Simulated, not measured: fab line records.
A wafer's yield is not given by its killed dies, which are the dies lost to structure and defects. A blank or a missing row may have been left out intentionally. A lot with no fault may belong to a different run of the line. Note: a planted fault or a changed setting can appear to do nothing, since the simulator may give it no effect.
Split-lot experiment + flow rit-cmos + 23 wafers read across 5 lots, on a route 202 steps long

ON THE SPLIT
At RIT_NRETRO_IMPLANT_08, the setting energy-kev was moved away from the recipe's 70 on 7 of the 23 wafers read, by -3.3% to +5.0%. All remaining wafers had this setting at the recipe value.

Reading taken at the split's own step.

THE READING
In nm, at RIT_NRETRO_IMPLANT_08: implant.drp-nm, which is the simulator's own figure and was read by no gauge. The file does not state a usual value for it.

| wafer  | tool, chamber at the split | energy-kev as run | against the recipe | implant.drp-nm, nm | against lot-mates on the recipe |
|--------|----------------------------|-------------------|--------------------|--------------------|---------------------------------|
| L074.1 | implanter-02, 0            | 67.72             | -3.3%              | 33                 | -0.94                           |
| L074.4 | implanter-02, 0            | 67.72             | -3.3%              | 33                 | -0.94                           |
| L074.5 | implanter-02, 0            | 67.72             | -3.3%              | 33                 | -0.94                           |
| L074.2 | implanter-02, 0            | 70                | recipe             | 33.94              | -                               |
| L074.6 | implanter-02, 0            | 70                | recipe             | 33.94              | -                               |
| L077.1 | implanter-03, 0            | 71.69             | +2.4%              | 34.63              | +0.69                           |
| L077.5 | implanter-03, 0            | 71.69             | +2.4%              | 34.63              | +0.69                           |
| L077.2 | implanter-03, 0            | 70                | recipe             | 33.94              | -                               |
| L077.3 | implanter-03, 0            | 70                | recipe             | 33.94              | -                               |
| L077.4 | implanter-03, 0            | 70                | recipe             | 33.94              | -                               |
| L081.1 | implanter-04, 0            | 73.5              | +5.0%              | 35.36              | +1.42                           |
| L081.4 | implanter-04, 0            | 73.5              | +5.0%              | 35.36              | +1.42                           |
| L081.3 | implanter-04, 0            | 70                | recipe             | 33.94              | -                               |
| L081.5 | implanter-04, 0            | 70                | recipe             | 33.94              | -                               |
| L081.6 | implanter-04, 0            | 70                | recipe             | 33.94              | -                               |
| L082.2 | implanter-04, 0            | 70                | recipe             | 33.94              | -                               |
| L082.3 | implanter-04, 0            | 70                | recipe             | 33.94              | -                               |
| L082.4 | implanter-04, 0            | 70                | recipe             | 33.94              | -                               |
| L082.5 | implanter-04, 0            | 70                | recipe             | 33.94              | -                               |
| L082.6 | implanter-04, 0            | 70                | recipe             | 33.94              | -                               |
| L085.3 | implanter-04, 0            | 70                | recipe             | 33.94              | -                               |
| L085.4 | implanter-04, 0            | 70                | recipe             | 33.94              | -                               |
| L085.5 | implanter-04, 0            | 70                | recipe             | 33.94              | -                               |

THE FIT
A straight line over all 23 wafers: implant.drp-nm changes by +0.286 nm for each +1% of energy-kev; r = +1.00; the points scatter about the line by 0.0039 nm.
The same after taking each lot's own level away (the mean of its wafers on the recipe; 23 wafers): +0.286 nm for each +1%; r = +1.00; scatter 0.0039 nm.
On that fit, the largest move of energy-kev shifts the reading by 1.4 nm.
The lots' own levels span 33.940 to 33.940 nm.
The two slopes are in agreement: the lot-to-lot level therefore moves the slope only a little.
Check: with one of the wafers moved furthest among these (+5.0%) left out of the fit, the line predicts +1.43 nm for it against its lot-mates. It came out at +1.42 nm against them.

OTHER SPLITS APPLIED TO THESE WAFERS
Before the reading, these wafers also passed through other splits. Each is held against what the fit with the lots' levels taken away leaves over:
| other split on the same wafers       | wafers away from the commonest value | r with implant.drp-nm (lot level and that fit taken away) |
|--------------------------------------|--------------------------------------|-----------------------------------------------------------|
| RIT_ACTIVE_CVD_03 temp-c             | 5                                    | +0.27                                                     |
| RIT_ACTIVE_DEVELOP_10 develop-time-s | 7                                    | -0.36                                                     |
| RIT_ACTIVE_ETCH_13 time-s            | 6                                    | +0.19                                                     |
| RIT_FOX2_OXIDATION_00 temp-c         | 18                                   | +0.52                                                     |

THE WHOLE CHAIN: every reading that the file lists as answering this split, in the file's order
| step                  | what it does | reading                                                         | change (the file's fit)               | r (the file's) |
|-----------------------|--------------|-----------------------------------------------------------------|---------------------------------------|----------------|
| RIT_NRETRO_IMPLANT_08 |              | implant.rp-nm (the simulator's own value, which no gauge read)  | +0.863 nm for each +1% of the setting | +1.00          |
| RIT_NRETRO_IMPLANT_08 |              | implant.drp-nm (the simulator's own value, which no gauge read) | +0.286 nm for each +1% of the setting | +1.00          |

FILE'S OWN FIT
implant.drp-nm changes by +0.286 nm for each +1% of energy-kev, r = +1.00.
